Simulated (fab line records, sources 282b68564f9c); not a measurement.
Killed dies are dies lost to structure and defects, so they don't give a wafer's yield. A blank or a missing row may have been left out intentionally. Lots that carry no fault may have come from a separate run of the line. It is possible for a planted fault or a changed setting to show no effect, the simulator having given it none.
Which tool did it? ; flow rit-cmos ; Sampling: 14 lots, 42 wafers, 4 of 202 route steps

WHAT THE GAUGES READ, wafer by wafer
RIT_ACTIVE_THK_MEAS_02. Usual: for ACTIVE_OXIDE_THK the level is 47.1 nm and the standard deviation is 1.
lot;measured;on;ACTIVE_OXIDE_THK (nm);flag
L154;day 1 12:17;film-metro-04;48.6 48.4 47.7;
L155;day 1 20:46;film-metro-03;48.3 48.3 48.1;
L157;day 2 03:47;film-metro-03;47.6 47.7 47.7;
L159;day 2 14:02;film-metro-03;45.7 46.3 46.0;
L161;day 2 23:14;film-metro-04;47.7 48.4 48.2;
L163;day 3 09:05;film-metro-01;48.1 48.5 48.9;
L164;day 3 14:03;film-metro-04;45.5 45.6 45.5;
L165;day 3 19:05;film-metro-03;47.4 48.0 47.1;
L166;day 4 00:05;film-metro-03;47.2 46.5 47.0;
L168;day 4 10:03;film-metro-03;45.8 46.4 46.4;
L170;day 4 20:30;film-metro-04;46.6 47.3 46.9;
L174;day 5 18:38;film-metro-01;72.2 72.1 72.3;OFF
L175;day 5 21:39;film-metro-01;71.7 71.9 71.5;OFF
L176;day 6 02:36;film-metro-04;46.4 46.4 47.0;

RIT_PRETRO_OVL_MEAS_06. Usual: for PRETRO_OVL the level is -0.2 nm and the standard deviation is 1.5.
lot;measured;on;PRETRO_OVL (nm);flag
L154;day 2 15:50;overlay-01;1.1 2.3 2.0;
L155;day 2 18:28;overlay-01;1.0 -0.5 1.5;
L157;day 3 00:12;overlay-01;-1.3 2.0 -0.6;
L159;day 3 14:11;overlay-01;0.2 -0.8 -1.0;
L161;day 3 19:02;overlay-01;1.9 -0.8 -0.2;
L163;day 4 03:55;overlay-01;-1.1 -0.7 -1.7;
L164;day 4 09:53;overlay-01;-1.0 -1.2 -0.9;
L165;day 4 15:24;overlay-01;-0.8 2.2 2.9;
L166;day 4 20:37;overlay-02;0.7 -0.1 1.9;
L168;day 5 07:28;overlay-01;-2.0 -3.2 -1.5;
L170;day 5 16:31;overlay-01;-0.1 -1.2 -1.6;
L174;day 6 16:11;overlay-01;0.3 1.4 -0.8;
L175;day 7 01:25;overlay-02;-0.2 -0.4 0.6;
L176;day 7 06:20;overlay-01;-0.4 1.3 0.7;

WHICH TOOL RAN EACH LOT (tool, then ch and the chambers of the sampled wafers, then the start)
lot;RIT_ACTIVE_OXIDATION_01;RIT_PWELL_STRIP_09
L154;furnace-03 ch 0, day 1 10:22;plasma-asher-02 ch 0,1, day 2 07:22
L155;furnace-04 ch 0, day 1 18:50;plasma-asher-03 ch 0,1, day 2 09:04
L157;furnace-04 ch 0, day 2 01:50;plasma-asher-03 ch 0,1, day 2 15:58
L159;furnace-01 ch 0, day 2 12:05;plasma-asher-03 ch 0,1, day 3 05:04
L161;furnace-03 ch 0, day 2 21:16;plasma-asher-03 ch 0,1, day 3 10:48
L163;furnace-04 ch 0, day 3 07:08;plasma-asher-02 ch 0,1, day 3 19:26
L164;furnace-01 ch 0, day 3 12:07;plasma-asher-03 ch 0,1, day 4 01:39
L165;furnace-04 ch 0, day 3 17:08;plasma-asher-02 ch 0,1, day 4 07:09
L166;furnace-04 ch 0, day 3 22:08;plasma-asher-02 ch 0,1, day 4 12:12
L168;furnace-04 ch 0, day 4 08:07;plasma-asher-03 ch 0,1, day 4 23:14
L170;furnace-04 ch 0, day 4 18:33;plasma-asher-03 ch 0,1, day 5 08:08
L174;furnace-03 ch 0, day 5 16:43;plasma-asher-04 ch 0,1, day 6 05:26
L175;furnace-03 ch 0, day 5 19:43;plasma-asher-03 ch 0,1, day 6 12:54
L176;furnace-01 ch 0, day 6 00:38;plasma-asher-04 ch 0,1, day 6 20:19
- RIT_ACTIVE_OXIDATION_01: target thk 46.8 nm, ox time 3360 s.
- RIT_PWELL_STRIP_09: strips in O2, time 180 s.

WHAT THE TOOLS THEMSELVES READ (means of the sampled wafers that have a number; where no wafer has one, the mark that the record gives instead)
RIT_PWELL_STRIP_09. Usual: drypump-motor-current-A 5.95 A, standard deviation 0.25; o2-flow-sccm 4001 sccm, standard deviation 12.
lot;tool;drypump-motor-current-A (A);o2-flow-sccm (sccm);flag
L154;plasma-asher-02;5.56;4002;
L155;plasma-asher-03;5.99;3992;
L157;plasma-asher-03;5.94;3998;
L159;plasma-asher-03;6.00;4008;
L161;plasma-asher-03;6.00;3991;
L163;plasma-asher-02;5.59;3998;
L164;plasma-asher-03;6.00;4011;
L165;plasma-asher-02;5.59;3986;
L166;plasma-asher-02;5.58;3988;
L168;plasma-asher-03;5.98;4002;
L170;plasma-asher-03;5.94;4015;
L174;plasma-asher-04;6.24;3983;
L175;plasma-asher-03;5.95;4005;
L176;plasma-asher-04;6.20;3983;

THE ANSWER, worked out from the rows above alone
Rule: a lot is off if the mean of its wafers that have a number lies more than 3 standard deviations from the usual mean. A lot without any number at a reading at which 4 lots or more have one is off too. All remaining lots with rows at the step are treated as sound. After the gauges, taken in route order, come the tools' own readings; for these a lot's mean is taken, as printed above. The first step at which some lot is off is used, and at that step the reading that is off furthest; a lot without a number counts as furthest.
Off: at RIT_ACTIVE_THK_MEAS_02 (ACTIVE_OXIDE_THK), L174, L175.
A tool fits if, at a process step before that reading, it ran every lot that is off, and no sound lot after the first of them. Those tools and the gauges at RIT_ACTIVE_THK_MEAS_02 are tried in the same way. Can't be told from this: 2 tools fit, furnace-03 at RIT_ACTIVE_OXIDATION_01, film-metro-01 at RIT_ACTIVE_THK_MEAS_02.

WHAT THE SIMULATOR HAD INSERTED
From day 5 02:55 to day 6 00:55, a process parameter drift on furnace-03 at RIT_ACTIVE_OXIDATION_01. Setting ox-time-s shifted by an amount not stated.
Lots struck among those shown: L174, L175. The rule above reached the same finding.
